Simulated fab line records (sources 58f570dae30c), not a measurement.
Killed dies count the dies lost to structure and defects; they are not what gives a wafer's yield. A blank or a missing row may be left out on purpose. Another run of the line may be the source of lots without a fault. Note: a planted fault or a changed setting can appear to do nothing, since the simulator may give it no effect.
Split-lot trial | flow berkeleyCmos170 | route with 331 steps; 5 lots, 27 wafers read

ABOUT THE SPLIT
At UCB170_NWELL_OXIDATION_01 (target thk 26.4 nm, ox time 1260 s), the setting oxTimeS was moved away from the recipe's 1260 s on 18 of the 27 wafers read, by -51.7% to +15.2%. All remaining wafers had this setting at the recipe value.

Between the split and the reading, the file records no step.

THE READING
NWELL_OXIDE_THK, in nm, at UCB170_NWELL_THK_MEAS_02. A value of 25.9 nm with a standard deviation of 0.57 nm is what fault-free wafers of this fab line usually give.

wafer  | tool, chamber at the split | oxTimeS as run, s | against the recipe | NWELL_OXIDE_THK, nm | against lot-mates on the recipe
L075.1 | -, -                       | 1036              | -17.8%             | 24.1                | no lot-mate on the recipe
L075.2 | -, -                       | 1036              | -17.8%             | 23.6                | no lot-mate on the recipe
L075.3 | -, -                       | 1036              | -17.8%             | 24.5                | no lot-mate on the recipe
L075.4 | -, -                       | 1036              | -17.8%             | 23.7                | no lot-mate on the recipe
L075.5 | -, -                       | 1036              | -17.8%             | 23.6                | no lot-mate on the recipe
L075.6 | -, -                       | 1036              | -17.8%             | 23.7                | no lot-mate on the recipe
L076.1 | -, -                       | 1260              | recipe             | 26.0                | -
L076.2 | -, -                       | 1260              | recipe             | 26.0                | -
L076.3 | -, -                       | 1260              | recipe             | 26.3                | -
L076.4 | -, -                       | 1260              | recipe             | 26.1                | -
L076.5 | -, -                       | 1260              | recipe             | 26.2                | -
L076.6 | -, -                       | 1260              | recipe             | 25.7                | -
L082.1 | -, -                       | 608.8             | -51.7%             | 17.7                | no lot-mate on the recipe
L082.2 | -, -                       | 608.8             | -51.7%             | 17.6                | no lot-mate on the recipe
L082.3 | -, -                       | 608.8             | -51.7%             | 17.9                | no lot-mate on the recipe
L082.4 | -, -                       | 608.8             | -51.7%             | 17.9                | no lot-mate on the recipe
L082.5 | -, -                       | 608.8             | -51.7%             | 17.8                | no lot-mate on the recipe
L082.6 | -, -                       | 608.8             | -51.7%             | 17.9                | no lot-mate on the recipe
L081.2 | furnace-01, 0              | 1260              | recipe             | 26.5                | -
L081.3 | furnace-01, 0              | 1260              | recipe             | 26.6                | -
L081.5 | furnace-01, 0              | 1260              | recipe             | 26.5                | -
L083.1 | -, -                       | 1452              | +15.2%             | 28.5                | no lot-mate on the recipe
L083.2 | -, -                       | 1452              | +15.2%             | 28.2                | no lot-mate on the recipe
L083.3 | -, -                       | 1452              | +15.2%             | 28.5                | no lot-mate on the recipe
L083.4 | -, -                       | 1452              | +15.2%             | 27.9                | no lot-mate on the recipe
L083.5 | -, -                       | 1452              | +15.2%             | 28.0                | no lot-mate on the recipe
L083.6 | -, -                       | 1452              | +15.2%             | 28.0                | no lot-mate on the recipe

THE FIT
A straight line over all 27 wafers: NWELL_OXIDE_THK changes by +0.156 nm for each +1% of oxTimeS; r = +0.99; the points scatter about the line by 0.42 nm.
Too few moved wafers have a lot-mate on the recipe to fit a line with each lot's own level taken away.

THE WHOLE CHAIN: every reading that the file lists as answering this split, in the file's order
step                      | what it does                       | reading                                                                           | change (the file's fit)               | r (the file's)
UCB170_NWELL_OXIDATION_01 | target thk 26.4 nm, ox time 1260 s | SiO2_of_NWELL_OXIDATION_01.thkNm (the simulator's own value, which no gauge read) | +0.156 nm for each +1% of the setting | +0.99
UCB170_NWELL_THK_MEAS_02  |                                    | NWELL_OXIDE_THK                                                                   | +0.156 for each +1% of the setting    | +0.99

FILE'S OWN FIT
NWELL_OXIDE_THK changes by +0.156 nm for each +1% of oxTimeS, r = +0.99.
